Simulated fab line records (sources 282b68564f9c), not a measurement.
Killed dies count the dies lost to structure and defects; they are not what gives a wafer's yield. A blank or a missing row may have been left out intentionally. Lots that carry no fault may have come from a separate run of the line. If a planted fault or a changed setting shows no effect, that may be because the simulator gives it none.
Which of the tools did it? / flow rit-cmos / 42 wafers from 14 lots sampled at 5 of the route's 202 steps

== WHAT THE GAUGES SHOWED, per wafer ==
RIT_FOX2_THK_MEAS_90.
lot=L303; measured=day 1 20:42; on=film-metro-02; FIELD_OXIDE_LEFT_1_THK (nm)=322 328 328
lot=L304; measured=day 2 00:52; on=film-metro-04; FIELD_OXIDE_LEFT_1_THK (nm)=339 337 330
lot=L305; measured=day 2 10:35; on=film-metro-03; FIELD_OXIDE_LEFT_1_THK (nm)=331 327 327
lot=L306; measured=day 2 13:13; on=film-metro-02; FIELD_OXIDE_LEFT_1_THK (nm)=323 330 327
lot=L307; measured=day 2 16:41; on=film-metro-02; FIELD_OXIDE_LEFT_1_THK (nm)=334 330 330
lot=L308; measured=day 2 23:07; on=film-metro-02; FIELD_OXIDE_LEFT_1_THK (nm)=322 328 323
lot=L311; measured=day 3 16:17; on=film-metro-03; FIELD_OXIDE_LEFT_1_THK (nm)=319 314 320
lot=L313; measured=day 3 22:49; on=film-metro-03; FIELD_OXIDE_LEFT_1_THK (nm)=326 325 326
lot=L315; measured=day 4 10:08; on=film-metro-04; FIELD_OXIDE_LEFT_1_THK (nm)=315 313 313
lot=L317; measured=day 4 20:10; on=film-metro-02; FIELD_OXIDE_LEFT_1_THK (nm)=330 330 327
lot=L323; measured=day 6 00:41; on=film-metro-04; FIELD_OXIDE_LEFT_1_THK (nm)=321 323 319
lot=L324; measured=day 6 05:40; on=film-metro-03; FIELD_OXIDE_LEFT_1_THK (nm)=328 334 328
lot=L325; measured=day 6 10:36; on=film-metro-04; FIELD_OXIDE_LEFT_1_THK (nm)=327 332 327
lot=L326; measured=day 6 18:23; on=film-metro-02; FIELD_OXIDE_LEFT_1_THK (nm)=329 322 326

RIT_NRETRO_TW_MEAS_10.
lot=L303; measured=day 2 06:49; on=film-metro-04; NRETRO_TW=1048 1049 1051
lot=L304; measured=day 2 12:58; on=film-metro-01; NRETRO_TW=1059 1062 1053
lot=L305; measured=day 2 21:15; on=film-metro-04; NRETRO_TW=1043 1048 1045
lot=L306; measured=day 3 01:22; on=film-metro-01; NRETRO_TW=1056 1052 1055
lot=L307; measured=day 3 02:49; on=film-metro-04; NRETRO_TW=1040 1045 1050
lot=L308; measured=day 3 09:19; on=film-metro-01; NRETRO_TW=1052 1053 1053
lot=L311; measured=day 4 03:18; on=film-metro-01; NRETRO_TW=1058 1047 1050
lot=L313; measured=day 4 11:12; on=film-metro-02; NRETRO_TW=1061 1065 1061
lot=L315; measured=day 4 22:22; on=film-metro-02; NRETRO_TW=1061 1064 1057
lot=L317; measured=day 5 07:19; on=film-metro-01; NRETRO_TW=1051 1046 1050
lot=L323; measured=day 6 11:22; on=film-metro-02; NRETRO_TW=1053 1050 1049
lot=L324; measured=day 6 16:41; on=film-metro-04; NRETRO_TW=1039 1041 1041
lot=L325; measured=day 6 21:59; on=film-metro-04; NRETRO_TW=1039 1030 1036
lot=L326; measured=day 7 05:19; on=film-metro-02; NRETRO_TW=1057 1057 1053

RIT_PRETRO_TW_MEAS_10.
lot=L303; measured=day 2 08:26; on=film-metro-02; PRETRO_TW=476.5 474.2 475.8
lot=L304; measured=day 2 14:31; on=film-metro-03; PRETRO_TW=480.6 479.5 476.9
lot=L305; measured=day 2 22:49; on=film-metro-01; PRETRO_TW=476.9 476.7 478.0
lot=L306; measured=day 3 03:03; on=film-metro-03; PRETRO_TW=478.8 479.0 476.3
lot=L307; measured=day 3 04:32; on=film-metro-01; PRETRO_TW=474.7 471.1 475.0
lot=L308; measured=day 3 10:52; on=film-metro-01; PRETRO_TW=477.2 478.0 474.6
lot=L311; measured=day 4 04:51; on=film-metro-02; PRETRO_TW=481.0 483.4 480.7
lot=L313; measured=day 4 12:45; on=film-metro-03; PRETRO_TW=447.5 445.6 446.1
lot=L315; measured=day 5 00:03; on=film-metro-03; PRETRO_TW=480.2 478.9 480.4
lot=L317; measured=day 5 09:09; on=film-metro-03; PRETRO_TW=441.8 444.6 445.0
lot=L323; measured=day 6 12:55; on=film-metro-03; PRETRO_TW=480.0 480.1 482.1
lot=L324; measured=day 6 18:21; on=film-metro-03; PRETRO_TW=479.4 480.6 481.1
lot=L325; measured=day 6 23:32; on=film-metro-03; PRETRO_TW=481.6 481.8 481.3
lot=L326; measured=day 7 07:05; on=film-metro-01; PRETRO_TW=475.7 477.1 474.1

RIT_FOX2_THK_MEAS_91.
lot=L303; measured=day 2 08:55; on=film-metro-03; FIELD_OXIDE_LEFT_2_THK (nm)=254 261 260
lot=L304; measured=day 2 15:01; on=film-metro-03; FIELD_OXIDE_LEFT_2_THK (nm)=271 269 263
lot=L305; measured=day 2 23:19; on=film-metro-03; FIELD_OXIDE_LEFT_2_THK (nm)=263 258 259
lot=L306; measured=day 3 03:33; on=film-metro-03; FIELD_OXIDE_LEFT_2_THK (nm)=255 263 259
lot=L307; measured=day 3 05:02; on=film-metro-04; FIELD_OXIDE_LEFT_2_THK (nm)=266 263 262
lot=L308; measured=day 3 11:20; on=film-metro-04; FIELD_OXIDE_LEFT_2_THK (nm)=254 259 255
lot=L311; measured=day 4 05:20; on=film-metro-03; FIELD_OXIDE_LEFT_2_THK (nm)=250 246 253
lot=L313; measured=day 4 13:14; on=film-metro-03; FIELD_OXIDE_LEFT_2_THK (nm)=259 258 259
lot=L315; measured=day 5 00:32; on=film-metro-04; FIELD_OXIDE_LEFT_2_THK (nm)=246 245 245
lot=L317; measured=day 5 09:37; on=film-metro-03; FIELD_OXIDE_LEFT_2_THK (nm)=262 262 260
lot=L323; measured=day 6 13:25; on=film-metro-04; FIELD_OXIDE_LEFT_2_THK (nm)=252 254 251
lot=L324; measured=day 6 18:50; on=film-metro-03; FIELD_OXIDE_LEFT_2_THK (nm)=260 265 259
lot=L325; measured=day 7 00:01; on=film-metro-04; FIELD_OXIDE_LEFT_2_THK (nm)=260 266 260
lot=L326; measured=day 7 07:46; on=film-metro-03; FIELD_OXIDE_LEFT_2_THK (nm)=260 253 257

== WHAT TOOL EACH LOT RAN ON (gives the tool, then ch and the chambers of the sampled wafers, and finally the start) ==
lot=L303; RIT_PRETRO_IMPLANT_08=implanter-03 ch 0, day 2 08:07
lot=L304; RIT_PRETRO_IMPLANT_08=implanter-03 ch 0, day 2 14:11
lot=L305; RIT_PRETRO_IMPLANT_08=implanter-02 ch 0, day 2 22:30
lot=L306; RIT_PRETRO_IMPLANT_08=implanter-04 ch 0, day 3 02:43
lot=L307; RIT_PRETRO_IMPLANT_08=implanter-03 ch 0, day 3 04:13
lot=L308; RIT_PRETRO_IMPLANT_08=implanter-03 ch 0, day 3 10:32
lot=L311; RIT_PRETRO_IMPLANT_08=implanter-03 ch 0, day 4 04:32
lot=L313; RIT_PRETRO_IMPLANT_08=implanter-03 ch 0, day 4 12:26
lot=L315; RIT_PRETRO_IMPLANT_08=implanter-02 ch 0, day 4 23:44
lot=L317; RIT_PRETRO_IMPLANT_08=implanter-03 ch 0, day 5 08:50
lot=L323; RIT_PRETRO_IMPLANT_08=implanter-02 ch 0, day 6 12:35
lot=L324; RIT_PRETRO_IMPLANT_08=implanter-02 ch 0, day 6 18:04
lot=L325; RIT_PRETRO_IMPLANT_08=implanter-04 ch 0, day 6 23:13
lot=L326; RIT_PRETRO_IMPLANT_08=implanter-02 ch 0, day 7 06:46
- RIT_PRETRO_IMPLANT_08

== WHAT THE TOOLS THEMSELVES READ (means of the sampled wafers that have a number; where no wafer has one, the mark that the record gives instead) ==
RIT_PRETRO_IMPLANT_08.
lot=L303 tool=implanter-03 beam-energy-keV=45.018
lot=L304 tool=implanter-03 beam-energy-keV=45.014
lot=L305 tool=implanter-02 beam-energy-keV=44.985
lot=L306 tool=implanter-04 beam-energy-keV=44.976
lot=L307 tool=implanter-03 beam-energy-keV=45.014
lot=L308 tool=implanter-03 beam-energy-keV=45.006
lot=L311 tool=implanter-03 beam-energy-keV=44.997
lot=L313 tool=implanter-03 beam-energy-keV=29.231
lot=L315 tool=implanter-02 beam-energy-keV=45.000
lot=L317 tool=implanter-03 beam-energy-keV=29.228
lot=L323 tool=implanter-02 beam-energy-keV=45.004
lot=L324 tool=implanter-02 beam-energy-keV=45.002
lot=L325 tool=implanter-04 beam-energy-keV=44.993
lot=L326 tool=implanter-02 beam-energy-keV=45.021

== THE ANSWER, worked out from the rows above alone ==
Rule: usual is defined by the lots themselves. Put in order of their means at a reading, lots are off if they are a third of the lots or fewer, leave a main group of 4 or more, and stand apart from it by a gap of 3 or more times the standard deviation of the main group's means; of several such gaps the widest counts. Not used: any main group whose means are identical at the precision the tables above print for the reading. Also off: a lot with no number at a reading for which 4 or more lots have one. All remaining lots with rows at the step are treated as sound. Order of review: gauges by route order, followed by the tools' own readings, for which a lot's mean as printed above is used. The first step at which some lot is off is used, and at that step the reading that is off furthest; a lot without a number counts as furthest.
Off: L313, L317, seen at RIT_PRETRO_TW_MEAS_10 (PRETRO_TW). The main group: mean 478.3, standard deviation 2.5.
A tool fits if, at a process step before that reading, it ran every lot that is off, and no sound lot after the first of them. Not tried: the gauges at RIT_PRETRO_TW_MEAS_10; whatever is off there is also off at RIT_PRETRO_IMPLANT_08, on other tools, and gauge error can't account for it. One fits: implanter-03 at RIT_PRETRO_IMPLANT_08. Its last sound lot is L311 (day 4 04:32), its first lot that is off L313 (day 4 12:26): a fault that began between those two fits.
On the lots that are off, the tool's own readings at RIT_PRETRO_IMPLANT_08 differ by more than 5 times the standard deviation of the sound lots' means, which bears it out; beam-energy-keV reads 29.230 there versus 45.002 on the sound lots.

== WHAT THE SIMULATOR HAD PUT IN ==
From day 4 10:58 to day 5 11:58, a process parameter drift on implanter-03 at RIT_PRETRO_IMPLANT_08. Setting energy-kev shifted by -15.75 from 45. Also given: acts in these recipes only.
Shown lots that were struck: L313, L317. The rule given above showed the same thing.
